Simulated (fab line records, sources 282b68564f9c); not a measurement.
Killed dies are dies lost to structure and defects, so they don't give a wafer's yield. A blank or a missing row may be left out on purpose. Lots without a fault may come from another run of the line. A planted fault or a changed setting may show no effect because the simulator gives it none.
fab line records | flow rit_cmos | part 1 of 2: steps 1 to 34 of 35
record lots=5 wafers=23
route steps=202 shown ACTIVE@4 FOX2@23 NWELL@29 PWELL@46 WELLDRIVE@50 NRETRO@61 PRETRO@66 GATE@76 M1@202
start_h: hours from the record's first day to the start of the lot's first wafer shown | wait_h: hours since the lot's step before | " the same as in the row above | L1.1+2: a row that stands for several wafers | - no value, or no start given | * or withheld: withheld | < > ~ a bound
route shown NAME@n: a module of which the file shows steps, and the number in the route of the first | usual: mean/standard deviation of fault-free wafers | same: alike in all rows | chamber/n: place in a boat | sites: the reading at each site | _std_site: their standard deviation | _edge_site: outer sites' mean less inner sites' | radius_mm: how far each site lies from the wafer's centre | mask NAME#n: copy n | behind: the tool/chamber that last shaped the wafer | hold: why the lot was held/for how many hours/how that ended | device: the transistor (n, p or np) that didn't switch | end of line: the same wafers' tests at the end of the route | a step without rows: its recipe alone | killed: dies lost to structure and defects at the first sort, not the wafer's yield | map: a wafer's dies, x killed, . not, _ none there
set.NAME: the setting as run; set.NAME@STEP: as run at that earlier step | model.NAME: the simulator's own value behind a step, which no gauge read
lots whose settings were changed on purpose; a table a step, a row a wafer
## steps
# step RIT_ACTIVE_CVD_03
# recipe material=Si3N4 target_thk_nm=150 temp_c=810 precursor=SiH2Cl2/NH3 time_s=1500 pressure_mtorr=300 sih2cl2_flow_sccm=60 nh3_flow_sccm=150
# columns lot.wafer tool chamber start_h wait_h set.pressure_mtorr model.Si3N4_of_ACTIVE_CVD_03.thk_nm
L074.1 - - - 0.1 257 144.3
L074.2 " - " " 257 145.9
L074.3 " - " " 257 143.8
L074.5 " - " " 257 145.1
L074.6 " - " " 257 145.3
L075.1 - - - 0.1 300 151.1
L075.2 " - " " 300 150.3
L075.3 " - " " 300 150.9
L075.5 " - " " 300 152.2
L075.6 " - " " 300 151.6
L077.1+3+5 - - - 0.1 336.4 154.6
L077.2 " - " " 336.4 154.5
L077.4 " - " " 336.4 155.2
L083.1 lpcvd-01 1 57.11 0.1 300 151.9
L083.4 " 1 " " 300 149.9
L083.5 " 1 " " 300 151.6
L085.1+4 - - - 0.1 324.1 154.7
L085.2 " - " " 324.1 153.8
L085.5 " - " " 324.1 155.4
L085.6 " - " " 324.1 155.2
# step RIT_ACTIVE_THK_MEAS_04
# recipe reads=Si3N4_of_ACTIVE_CVD_03
# usual ACTIVE_NITRIDE_THK=150.1/1.6
# columns lot.wafer tool chamber start_h wait_h set.pressure_mtorr@ACTIVE_CVD_03 ACTIVE_NITRIDE_THK[nm]
L074.1 film_metro-03 - - - 257 144.3
L074.2 " - " " 257 145.8
L074.3 " - " " 257 143.7
L074.5 " - " " 257 145.0
L074.6 " - " " 257 145.3
L075.1 film_metro-03 - - - 300 151.1
L075.2 " - " " 300 150.3
L075.3 " - " " 300 150.8
L075.5 " - " " 300 152.3
L075.6 " - " " 300 151.6
L077.1 film_metro-01 - - - 336.4 154.6
L077.2 " - " " 336.4 154.5
L077.3 " - " " 336.4 154.6
L077.4 " - " " 336.4 155.3
L077.5 " - " " 336.4 154.4
L083.1 film_metro-03 - 58.53 0.0 300 151.8
L083.4 " - " " 300 149.9
L083.5 " - " " 300 151.6
L085.1 film_metro-04 - - - 324.1 154.8
L085.2 " - " " 324.1 153.7
L085.4 " - " " 324.1 154.5
L085.5 " - " " 324.1 155.5
L085.6 " - " " 324.1 155.3
# step RIT_ACTIVE_COAT_06
# recipe resist=NOVOLAK spin_rpm=3250 resist_thk_nm=1000
# columns lot.wafer tool chamber start_h wait_h set.resist_thk_nm model.NOVOLAK_of_ACTIVE_COAT_06.thk_nm
L074.1 litho_track-02 0 13.74 0.1 1053 1053
L074.2 " 0 " " 1000 999.5
L074.3 " 0 " " 1053 1052
L074.5 " 0 " " 1000 998.5
L074.6 " 0 " " 1000 1001
L075.1+3 litho_track-04 0 19.45 0.1 1000 1004
L075.2 " 0 " " 1000 1007
L075.5 " 0 " " 1000 1005
L075.6 " 0 " " 1000 997.9
L077.1 litho_track-01 0 29.64 0.1 1000 1001
L077.2 " 0 " " 1000 1002
L077.3 " 0 " " 941.7 943
L077.4 " 0 " " 941.7 939.7
L077.5 " 0 " " 1000 1000
L083.1 litho_track-01 0 58.74 0.1 1000 1005
L083.4 " 0 " " 1000 1000
L083.5 " 0 " " 1000 1003
L085.1 litho_track-01 0 68.83 0.1 973.7 971
L085.2 " 0 " " 1000 998
L085.4 " 0 " " 973.7 970.9
L085.5 " 0 " " 1000 998.2
L085.6 " 0 " " 1000 998.6
# step RIT_ACTIVE_SOFTBAKE_07
# recipe resist=NOVOLAK temp_c=90 time_s=60
# step RIT_ACTIVE_EXPOSE_08
# recipe mask_id=M1 na=0.6 source_shape=conventional sigma_outer=0.6 target_cd_nm=1400 dose_mj=225
# step RIT_ACTIVE_DEVELOP_10
# recipe resist=NOVOLAK develop_time_s=48.2 dev_temp_c=23
# step RIT_ACTIVE_HARDBAKE_12
# recipe resist=NOVOLAK temp_c=140 time_s=60
# columns lot.wafer tool chamber start_h wait_h set.resist_thk_nm@ACTIVE_COAT_06 model.NOVOLAK_of_ACTIVE_COAT_06.thk_nm
L074.1 litho_track-02 0 14.56 0.1 1053 930.4
L074.2 " 0 " " 1000 883.4
L074.3 " 0 " " 1053 929.5
L074.5 " 0 " " 1000 882.5
L074.6 " 0 " " 1000 884.5
L075.1 litho_track-02 0 20.27 0.1 1000 887.3
L075.2 " 0 " " 1000 889.5
L075.3 " 0 " " 1000 887.1
L075.5 " 0 " " 1000 888.2
L075.6 " 0 " " 1000 881.9
L077.1 litho_track-02 0 30.59 0.1 1000 884.7
L077.2 " 0 " " 1000 885.1
L077.3 " 0 " " 941.7 833.9
L077.4 " 0 " " 941.7 830.9
L077.5 " 0 " " 1000 883.9
L083.1 litho_track-04 0 59.56 0.1 1000 888.3
L083.4 " 0 " " 1000 884.2
L083.5 " 0 " " 1000 886.8
L085.1 litho_track-02 0 69.78 0.1 973.7 858.4
L085.2 " 0 " " 1000 882.1
L085.4 " 0 " " 973.7 858.3
L085.5 " 0 " " 1000 882.2
L085.6 " 0 " " 1000 882.6
# step RIT_ACTIVE_ETCH_13
# recipe stop_on=SiO2 chemistry=SF6 target=Si3N4 time_s=210 over_etch_frac=0.4 SF6_flow_sccm=200 pressure_mtorr=260 rf_w=125 target_depth_a=2100
# columns lot.wafer tool chamber start_h wait_h set.pressure_mtorr@ACTIVE_CVD_03 set.resist_thk_nm@ACTIVE_COAT_06 model.NOVOLAK_of_ACTIVE_COAT_06.thk_nm model.ACTIVE.feature_depth_nm model.etch.depth_nm
L074.1 rie_diel-03 0 14.71 0.1 257 1053 692.7 146.1 144.3
L074.2 " 2 " " 257 1000 644.8 146 145.9
L074.3 " 3 " " 257 1053 695.9 143.8 143.8
L074.5 " 0 " " 257 1000 647.6 146.9 145.1
L074.6 " 3 " " 257 1000 651.5 145.3 145.3
L075.1 rie_diel-03 1 20.42 0.1 300 1000 659.3 151.9 151.1
L075.2 " 0 " " 300 1000 656.7 152.1 150.3
L075.3 " 2 " " 300 1000 651.8 151.1 150.9
L075.5 " 2 " " 300 1000 651.3 152.4 152.2
L075.6 " 3 " " 300 1000 650.2 151.6 151.6
L077.1 rie_diel-01 1 30.74 0.1 336.4 1000 654.2 156.2 154.6
L077.2 " 0 " " 336.4 1000 651.9 154.5 154.5
L077.3 " 3 " " 336.4 941.7 602.6 156 154.6
L077.4 " 2 " " 336.4 941.7 611.1 155.2 155.2
L077.5 " 3 " " 336.4 1000 651.3 156.1 154.6
L083.1 rie_diel-02 0 59.71 0.1 300 1000 666.9 152.1 151.9
L083.4 " 1 " " 300 1000 671.8 149.9 149.9
L083.5 " 2 " " 300 1000 660.3 151.6 151.6
L085.1 rie_diel-03 2 69.93 0.1 324.1 973.7 624 154.9 154.7
L085.2 " 0 " " 324.1 1000 651.8 155.6 153.8
L085.4 " 1 " " 324.1 973.7 632.1 155.5 154.7
L085.5 " 1 " " 324.1 1000 655.1 156.2 155.4
L085.6 " 0 " " 324.1 1000 652.4 157 155.2
# step RIT_FOX2_OXIDATION_00
# recipe temp_c=1100 ambient=H2O target_thk_a=3507 p_h2o_torr=720 ox_time_s=1130
# columns lot.wafer tool chamber start_h wait_h set.ox_time_s set.pressure_mtorr@ACTIVE_CVD_03 model.SiO2_of_FOX2_OXIDATION_00.thk_nm model.Si3N4_of_ACTIVE_CVD_03.thk_nm
L074.1 - - - 0.0 1181 257 357 125.2
L074.2 " - " " 1181 257 351.1 126.8
L074.3 " - " " 1181 257 357.1 124.8
L074.5 " - " " 1181 257 355.8 126
L074.6 " - " " 1181 257 357.7 126.2
L075.1 - - - 0.0 1218 300 371.1 132
L075.2 " - " " 1218 300 370.9 131.2
L075.3 " - " " 1218 300 360.7 131.8
L075.5 " - " " 1218 300 369.5 133.1
L075.6 " - " " 1218 300 372.4 132.5
L077.1 - - - 0.0 1027 336.4 334.8 136.1
L077.2 " - " " 1027 336.4 333.8 136.1
L077.3 " - " " 1027 336.4 338 136.1
L077.4 " - " " 1027 336.4 341.3 136.7
L077.5 " - " " 1027 336.4 337.8 136.1
L083.1 furnace-01 0 63.63 0.1 1130 300 355.7 133.1
L083.4 " 0 " " 1130 300 350.8 131.2
L083.5 " 0 " " 1130 300 351 132.8
L085.1 - - - 1.2 1005 324.1 333.7 136.3
L085.2 " - " " 1005 324.1 335.2 135.4
L085.4 " - " " 1005 324.1 329.4 136.3
L085.5 " - " " 1005 324.1 331.3 137
L085.6 " - " " 1005 324.1 338.1 136.8
# step RIT_FOX2_THK_MEAS_01
# recipe reads=SiO2_of_FOX2_OXIDATION_00
# usual FOX2_OXIDE_THK=351/5.7
# columns lot.wafer tool chamber start_h wait_h set.ox_time_s@FOX2_OXIDATION_00 FOX2_OXIDE_THK[nm]
L074.1 film_metro-03 - - - 1181 357
L074.2 " - " " 1181 351
L074.3 " - " " 1181 357
L074.5 " - " " 1181 356
L074.6 " - " " 1181 358
L075.1 film_metro-03 - - - 1218 371
L075.2 " - " " 1218 371
L075.3 " - " " 1218 361
L075.5 " - " " 1218 369
L075.6 " - " " 1218 372
L077.1 film_metro-02 - - - 1027 335
L077.2 " - " " 1027 334
L077.3 " - " " 1027 338
L077.4 " - " " 1027 341
L077.5 " - " " 1027 338
L083.1 film_metro-02 - 64.95 0.0 1130 356
L083.4 " - " " 1130 351
L083.5 " - " " 1130 351
L085.1 film_metro-03 - - - 1005 334
L085.2 " - " " 1005 336
L085.4 " - " " 1005 330
L085.5 " - " " 1005 331
L085.6 " - " " 1005 338
# step RIT_FOX2_CLEAN_02
# recipe chemistry=dHF dilution=50:1 time_s=180
# step RIT_FOX2_WET_ETCH_03
# recipe chemistry=H3PO4 target=Si3N4 target_depth_nm=195 temp_c=165 time_s=2700
# step RIT_FOX2_THK_MEAS_90
# recipe reads=SiO2_of_FOX2_OXIDATION_00
# usual FIELD_OXIDE_LEFT_1_THK=324/5.8
# columns lot.wafer tool chamber start_h wait_h set.ox_time_s@FOX2_OXIDATION_00 FIELD_OXIDE_LEFT_1_THK[nm]
L074.1 film_metro-04 - 20.73 0.0 1181 330
L074.2 " - " " 1181 324
L074.3 " - " " 1181 330
L074.5 " - " " 1181 329
L074.6 " - " " 1181 331
L075.1 film_metro-02 - 25.79 0.0 1218 344
L075.2 " - " " 1218 344
L075.3 " - " " 1218 334
L075.5 " - " " 1218 342
L075.6 " - " " 1218 345
L077.1 film_metro-04 - 35.92 0.0 1027 307
L077.2 " - " " 1027 306
L077.3 " - " " 1027 311
L077.4 " - " " 1027 314
L077.5 " - " " 1027 310
L083.1 film_metro-02 - 65.90 0.0 1130 328
L083.4 " - " " 1130 323
L083.5 " - " " 1130 323
L085.1 film_metro-04 - 79.16 0.0 1005 307
L085.2 " - " " 1005 308
L085.4 " - " " 1005 303
L085.5 " - " " 1005 305
L085.6 " - " " 1005 311
# step RIT_NWELL_COAT_01
# recipe resist=NOVOLAK spin_rpm=2000 resist_thk_nm=1300
# columns lot.wafer tool chamber start_h wait_h set.resist_thk_nm model.NOVOLAK_of_NWELL_COAT_01.thk_nm
L074.1+6 litho_track-03 0 20.94 0.1 1300 1302
L074.2 " 0 " " 1300 1301
L074.3 " 0 " " 1300 1305
L074.5 " 0 " " 1300 1303
L075.1+2 litho_track-02 0 26.00 0.1 1300 1297
L075.3+5 " 0 " " 1300 1298
L075.6 " 0 " " 1300 1301
L077.1 litho_track-02 0 36.13 0.1 1359 1362
L077.2 " 0 " " 1359 1353
L077.3 " 0 " " 1359 1354
L077.4 " 0 " " 1300 1299
L077.5 " 0 " " 1300 1300
L083.1 litho_track-02 0 66.11 0.1 1300 1302
L083.4 " 0 " " 1300 1298
L083.5 " 0 " " 1300 1303
L085.1+6 litho_track-03 0 79.37 0.1 1257 1258
L085.2 " 0 " " 1257 1257
L085.4 " 0 " " 1300 1297
L085.5 " 0 " " 1300 1298
# step RIT_NWELL_SOFTBAKE_02
# recipe resist=NOVOLAK temp_c=90 time_s=60
# step RIT_NWELL_EXPOSE_03
# recipe mask_id=M2 na=0.57 target_cd_nm=43900 dose_mj=250
# step RIT_NWELL_DEVELOP_05
# recipe resist=NOVOLAK develop_time_s=66.67 dev_temp_c=23
# step RIT_NWELL_HARDBAKE_07
# recipe resist=NOVOLAK temp_c=140 time_s=120
# columns lot.wafer tool chamber start_h wait_h set.resist_thk_nm@NWELL_COAT_01 model.NOVOLAK_of_NWELL_COAT_01.thk_nm
L074.1+5 litho_track-03 0 21.70 0.0 1300 1139
L074.2+6 " 0 " " 1300 1138
L074.3 " 0 " " 1300 1141
L075.1 litho_track-03 0 26.89 0.0 1300 1134
L075.2+3 " 0 " " 1300 1135
L075.5 " 0 " " 1300 1136
L075.6 " 0 " " 1300 1138
L077.1 litho_track-03 0 37.02 0.0 1359 1190
L077.2 " 0 " " 1359 1183
L077.3 " 0 " " 1359 1184
L077.4 " 0 " " 1300 1136
L077.5 " 0 " " 1300 1137
L083.1 litho_track-02 0 67.12 0.3 1300 1139
L083.4 " 0 " " 1300 1135
L083.5 " 0 " " 1300 1140
L085.1+6 litho_track-03 0 80.26 0.0 1257 1101
L085.2 " 0 " " 1257 1100
L085.4+5 " 0 " " 1300 1135
# step RIT_NWELL_IMPLANT_08
# recipe species=P energy_kev=170 dose_cm2=5e+13 tilt_deg=7
# columns lot.wafer tool chamber start_h wait_h set.dose_cm2
L074.1+3+6 implanter-03 0 21.95 0.2 5.223e+13
L074.2+5 " 0 " " 5e+13
L075.1+2+5 implanter-02 0 27.14 0.2 5e+13
L075.3+6 " 0 " " 5.148e+13
L077.1+3 implanter-04 0 37.27 0.2 5e+13
L077.2+4+5 " 0 " " 4.824e+13
L083.1+4+5 implanter-03 0 67.37 0.2 5e+13
L085.1+5+6 implanter-03 0 80.51 0.2 5.185e+13
L085.2+4 " 0 " " 5e+13
# step RIT_PWELL_HARDBAKE_07
# recipe resist=NOVOLAK temp_c=140 time_s=120
# columns lot.wafer tool chamber start_h wait_h set.temp_c
L074.1+2+3+5+6 litho_track-03 0 23.51 0.0 140
L075.1+2+3+5+6 litho_track-02 0 28.68 0.0 140
L077.1+3+4 litho_track-03 0 38.90 0.0 140
L077.2+5 " 0 " " 141.9
L083.1+4+5 litho_track-03 0 68.90 0.0 140
L085.1+2+4+5+6 litho_track-04 0 81.93 0.0 140
# step RIT_PWELL_IMPLANT_08
# recipe species=B energy_kev=170 dose_cm2=7e+13 tilt_deg=7
# step RIT_PWELL_STRIP_09
# recipe chemistry=O2 time_s=180 resist=NOVOLAK platen_temp_c=withheld power_w=500 pressure_mtorr=4000 o2_flow_sccm=4000
# step RIT_WELLDRIVE_ANNEAL_00
# recipe temp_c=1100 time_s=14700 ambient=N2
# step RIT_WELLDRIVE_RS_MEAS_01
# recipe thk_meas_gauge=four-point-probe
# usual NWELL_RS=275.4/0.61
# columns lot.wafer tool chamber start_h wait_h set.dose_cm2@NWELL_IMPLANT_08 NWELL_RS[ohm/sq]
L074.1 film_metro-02 - 29.99 0.0 5.223e+13 268.1
L074.2 " - " " 5e+13 275.9
L074.3 " - " " 5.223e+13 267.8
L074.5 " - " " 5e+13 275.4
L074.6 " - " " 5.223e+13 268.5
L075.1 film_metro-04 - 35.07 0.0 5e+13 276.4
L075.2 " - " " 5e+13 274.7
L075.3 " - " " 5.148e+13 270.5
L075.5 " - " " 5e+13 275.3
L075.6 " - " " 5.148e+13 271.5
L077.1 film_metro-01 - 44.62 0.0 5e+13 275.0
L077.2 " - " " 4.824e+13 281.1
L077.3 " - " " 5e+13 274.9
L077.4 " - " " 4.824e+13 281.4
L077.5 " - " " 4.824e+13 280.6
L083.1 film_metro-02 - 75.37 0.0 5e+13 274.6
L083.4 " - " " 5e+13 275.0
L083.5 " - " " 5e+13 274.7
L085.1 film_metro-04 - 88.22 0.0 5.185e+13 269.2
L085.2 " - " " 5e+13 275.9
L085.4 " - " " 5e+13 274.7
L085.5 " - " " 5.185e+13 269.6
L085.6 " - " " 5.185e+13 269.9
# step RIT_NRETRO_IMPLANT_08
# recipe species=P energy_kev=70 dose_cm2=1e+13 tilt_deg=7
# columns lot.wafer tool chamber start_h wait_h set.energy_kev model.implant.rp_nm model.implant.drp_nm
L074.1+6 implanter-04 0 31.52 0.2 73.31 89.5 35.28
L074.2+3+5 " 0 " " 70 85.35 33.94
L075.1+2+3+5+6 implanter-03 0 36.48 0.2 70 87.04 33.94
L077.1+2+4 implanter-01 0 46.15 0.2 70 86.26 33.94
L077.3+5 " 0 " " 68.33 84.14 33.25
L083.1+4+5 implanter-04 0 76.78 0.2 70 84.6 33.94
L085.1+2+5 implanter-03 0 89.75 0.2 68.43 84.1 33.29
L085.4+6 " 0 " " 70 86.08 33.94
# step RIT_PRETRO_SOFTBAKE_02
# recipe resist=NOVOLAK temp_c=90 time_s=60
# columns lot.wafer tool chamber start_h wait_h set.temp_c
L074.1+5 litho_track-04 0 32.20 0.1 90
L074.2+3+6 " 0 " " 88.12
L075.1+5+6 litho_track-01 0 37.16 0.1 87.01
L075.2+3 " 0 " " 90
L077.1+2+5 litho_track-01 0 46.87 0.1 92.84
L077.3+4 " 0 " " 90
L083.1+4+5 litho_track-02 0 77.46 0.1 90
L085.1+4 litho_track-02 0 90.43 0.1 90
L085.2+5+6 " 0 " " 88.48
# step RIT_PRETRO_EXPOSE_03
# recipe mask_id=M5 na=0.57 target_cd_nm=43700 dose_mj=250
# step RIT_PRETRO_PEB_04
# recipe resist=NOVOLAK temp_c=withheld time_s=withheld
# step RIT_PRETRO_DEVELOP_05
# recipe resist=NOVOLAK develop_time_s=68 dev_temp_c=23
# columns lot.wafer tool chamber start_h wait_h set.temp_c@PRETRO_SOFTBAKE_02 model.NOVOLAK_of_PRETRO_COAT_01.thk_nm
L074.1 litho_track-02 0 - - 90 1303
L074.2 " 0 " " 88.12 1308
L074.3 " 0 " " 88.12 1309
L074.5 " 0 " " 90 1302
L074.6 " 0 " " 88.12 1313
L075.1+5+6 litho_track-01 0 - - 87.01 1312
L075.2 " 0 " " 90 1301
L075.3 " 0 " " 90 1302
L077.1 litho_track-01 0 - - 92.84 1295
L077.2 " 0 " " 92.84 1293
L077.3 " 0 " " 90 1304
L077.4 " 0 " " 90 1299
L077.5 " 0 " " 92.84 1288
L083.1+4 litho_track-01 0 - - 90 1298
L083.5 " 0 " " 90 1300
L085.1 litho_track-02 0 - - 90 1297
L085.2 " 0 " " 88.48 1303
L085.4 " 0 " " 90 1299
L085.5 " 0 " " 88.48 1306
L085.6 " 0 " " 88.48 1305
# step RIT_GATE_CLEAN_01
# recipe chemistry=SC1 mix=3:3:50 time_s=600 temp_c=75
# columns lot.wafer tool chamber start_h wait_h set.time_s
L074.1+2+3+5+6 - - - 0.0 554.7
L075.1+2+3+5+6 - - - 0.0 625.1
L077.1+2+3+4+5 - - - 0.0 664.9
L083.1+4+5 wet_bench-01 1 78.90 0.0 600
L085.1+2+4+5+6 - - - 0.0 600
# step RIT_GATE_CLEAN_02
# recipe chemistry=dHF dilution=50:1 time_s=30
# step RIT_GATE_CLEAN_03
# recipe chemistry=SC2 mix=3:3:50 time_s=600 temp_c=75 dry=n2_spin
# step RIT_GATE_CLEAN_04
# recipe chemistry=dHF dilution=50:1 time_s=60 dry=n2_spin
# step RIT_FOX2_THK_MEAS_91
# recipe reads=SiO2_of_FOX2_OXIDATION_00
# usual FIELD_OXIDE_LEFT_2_THK=256/5.8
# columns lot.wafer tool chamber start_h wait_h set.ox_time_s@FOX2_OXIDATION_00 FIELD_OXIDE_LEFT_2_THK[nm]
L074.1 film_metro-02 - 33.87 0.0 1181 262
L074.2 " - " " 1181 256
L074.3 " - " " 1181 262
L074.5 " - " " 1181 261
L074.6 " - " " 1181 263
L075.1 film_metro-02 - 38.87 0.0 1218 276
L075.2 " - " " 1218 276
L075.3 " - " " 1218 266
L075.5 " - " " 1218 275
L075.6 " - " " 1218 278
L077.1 film_metro-02 - 48.70 0.0 1027 239
L077.2 " - " " 1027 238
L077.3 " - " " 1027 243
L077.4 " - " " 1027 246
L077.5 " - " " 1027 242
L083.1 film_metro-02 - 79.29 0.0 1130 259
L083.4 " - " " 1130 254
L083.5 " - " " 1130 255
L085.1 film_metro-04 - 92.10 0.0 1005 239
L085.2 " - " " 1005 240
L085.4 " - " " 1005 235
L085.5 " - " " 1005 237
L085.6 " - " " 1005 244
## key
split step=RIT_ACTIVE_CVD_03 setting=pressure_mtorr stated=300 by=lot
response step=RIT_ACTIVE_CVD_03 reading=model.Si3N4_of_ACTIVE_CVD_03.thk_nm change=+0.392 per=1% r=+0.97
response step=RIT_ACTIVE_THK_MEAS_04 reading=ACTIVE_NITRIDE_THK change=+0.393 per=1% r=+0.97
response step=RIT_ACTIVE_ETCH_13 reading=model.ACTIVE.feature_depth_nm change=+0.403 per=1% r=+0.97
response step=RIT_ACTIVE_ETCH_13 reading=model.etch.depth_nm change=+0.392 per=1% r=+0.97
response step=RIT_FOX2_OXIDATION_00 reading=model.Si3N4_of_ACTIVE_CVD_03.thk_nm change=+0.419 per=1% r=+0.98
split step=RIT_ACTIVE_COAT_06 setting=resist_thk_nm stated=1000 by=wafer
response step=RIT_ACTIVE_COAT_06 reading=model.NOVOLAK_of_ACTIVE_COAT_06.thk_nm change=+10.2 per=1% r=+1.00
response step=RIT_ACTIVE_HARDBAKE_12 reading=model.NOVOLAK_of_ACTIVE_COAT_06.thk_nm change=+8.89 per=1% r=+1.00
response step=RIT_ACTIVE_ETCH_13 reading=model.NOVOLAK_of_ACTIVE_COAT_06.thk_nm change=+8.36 per=1% r=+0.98
split step=RIT_FOX2_OXIDATION_00 setting=ox_time_s stated=1130 by=lot
response step=RIT_FOX2_OXIDATION_00 reading=model.SiO2_of_FOX2_OXIDATION_00.thk_nm change=+1.71 per=1% r=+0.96
response step=RIT_FOX2_THK_MEAS_01 reading=FOX2_OXIDE_THK change=+1.71 per=1% r=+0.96
response step=RIT_FOX2_THK_MEAS_90 reading=FIELD_OXIDE_LEFT_1_THK change=+1.71 per=1% r=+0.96
response step=RIT_FOX2_THK_MEAS_91 reading=FIELD_OXIDE_LEFT_2_THK change=+1.72 per=1% r=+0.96
response step=RIT_M1_PROBE_99 reading=model.etest.pmos_0p3.r_on_ohm_um change=+104 per=1% r=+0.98
response step=RIT_M1_PROBE_99 reading=model.etest.nmos_0p3.r_on_ohm_um change=+29.1 per=1% r=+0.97
split step=RIT_NWELL_COAT_01 setting=resist_thk_nm stated=1300 by=wafer
response step=RIT_NWELL_COAT_01 reading=model.NOVOLAK_of_NWELL_COAT_01.thk_nm change=+12.3 per=1% r=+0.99
response step=RIT_NWELL_HARDBAKE_07 reading=model.NOVOLAK_of_NWELL_COAT_01.thk_nm change=+10.6 per=1% r=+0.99
split step=RIT_NWELL_IMPLANT_08 setting=dose_cm2 stated=5e+13 by=wafer
response step=RIT_WELLDRIVE_RS_MEAS_01 reading=NWELL_RS change=-1.63 per=1% r=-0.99
split step=RIT_PWELL_HARDBAKE_07 setting=temp_c stated=140 by=wafer
response none clear
split step=RIT_NRETRO_IMPLANT_08 setting=energy_kev stated=70 by=wafer
response step=RIT_NRETRO_IMPLANT_08 reading=model.implant.rp_nm change=+0.88 per=1% r=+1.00
response step=RIT_NRETRO_IMPLANT_08 reading=model.implant.drp_nm change=+0.286 per=1% r=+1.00
split step=RIT_PRETRO_SOFTBAKE_02 setting=temp_c stated=90 by=wafer
response step=RIT_PRETRO_DEVELOP_05 reading=model.NOVOLAK_of_PRETRO_COAT_01.thk_nm change=-3.24 per=1% r=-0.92
split step=RIT_GATE_CLEAN_01 setting=time_s stated=600 by=lot
response none clear
